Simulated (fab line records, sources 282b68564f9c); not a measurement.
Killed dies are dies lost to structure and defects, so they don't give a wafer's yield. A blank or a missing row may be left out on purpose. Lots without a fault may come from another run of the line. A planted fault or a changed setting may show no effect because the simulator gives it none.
One fault seen from 2 desks | flow rit_cmos | each desk has only its own numbers; what lay behind them comes last

THE METROLOGY DESK
What the gauges read, lot by lot, whatever tool the lot ran on: means of the sampled wafers that have a number. A lot is out of limits, marked OUT, if its mean lies more than 4 standard deviations from the usual mean; the brackets give that distance.
Columns: A = SILICIDE_TI_RS at RIT_SILICIDE_RS_MEAS_02, usual 48.1 ohm/sq; B = SILICIDE_TI_THK at RIT_SILICIDE_THK_MEAS_03, usual 30.1 nm
lot  | first seen here | A               | B
L283 | day 3 04:26     | 47.4            | 30.7
L284 | day 3 14:09     | 48.2            | 29.8
L285 | day 3 16:41     | 48.0            | 30.4
L286 | day 3 20:17     | 48.1            | 29.9
L288 | day 4 12:58     | 48.0            | 30.0
L290 | day 4 18:07     | 49.3            | 29.4
L292 | day 5 05:46     | 44.0 (-5.7) OUT | 32.2 (+4.8) OUT
L294 | day 5 16:32     | 43.2 (-6.8) OUT | 32.7 (+6.0) OUT
L295 | day 6 01:52     | 48.1            | 30.1
L297 | day 6 09:56     | 48.6            | 29.8
L299 | day 7 14:26     | 47.6            | 30.2
L303 | day 8 05:17     | 48.4            | 29.8
L306 | day 8 18:23     | 46.8            | 31.0
L305 | day 8 19:37     | 48.4            | 30.2
This desk's finding: out of limits on L292, L294; first on L292, day 5 05:46 (SILICIDE_TI_RS at RIT_SILICIDE_RS_MEAS_02). In limits: L283, L284, L285, L286, L288, L290, L295, L297, L299, L303, L306, L305.

THE TOOL OWNER'S DESK: pvd_sputter-01
The tool's own readings at RIT_SILICIDE_SPUTTER_01 (material Ti, target thk 30 nm, time 240 s): means of the sampled wafers that have a number, for each lot that ran on this tool. A lot is out of limits, marked OUT, if its mean lies more than 4 standard deviations from the usual mean; the brackets give that distance.
Columns: A = throttle_valve_pct at RIT_SILICIDE_SPUTTER_01, usual 29.5 %
lot  | first seen here | A
L283 | day 3 04:17     | 29.0
L285 | day 3 16:32     | 29.4
L288 | day 4 12:49     | 28.6
L290 | day 4 17:58     | 28.9
L292 | day 5 05:37     | 29.2
L294 | day 5 16:22     | 29.8
L305 | day 8 19:28     | 29.5
This desk's finding: nothing out of limits on any of the 7 lots.

PUT TOGETHER
The metrology desk could have raised an alarm at day 5 05:46, on L292, L294.
The tool owner's desk saw nothing out of limits.
The tool owner's desk has L292, L294 on record, within its limits.
Of the lots named, all ran RIT_SILICIDE_SPUTTER_01 on pvd_sputter-01.

WHAT THE SIMULATOR HAD PUT IN
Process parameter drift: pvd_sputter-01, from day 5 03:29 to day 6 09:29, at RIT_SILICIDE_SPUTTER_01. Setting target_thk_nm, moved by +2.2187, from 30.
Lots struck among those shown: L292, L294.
Hours from the fault's start to each desk's first reading out of limits: the metrology desk, 2.
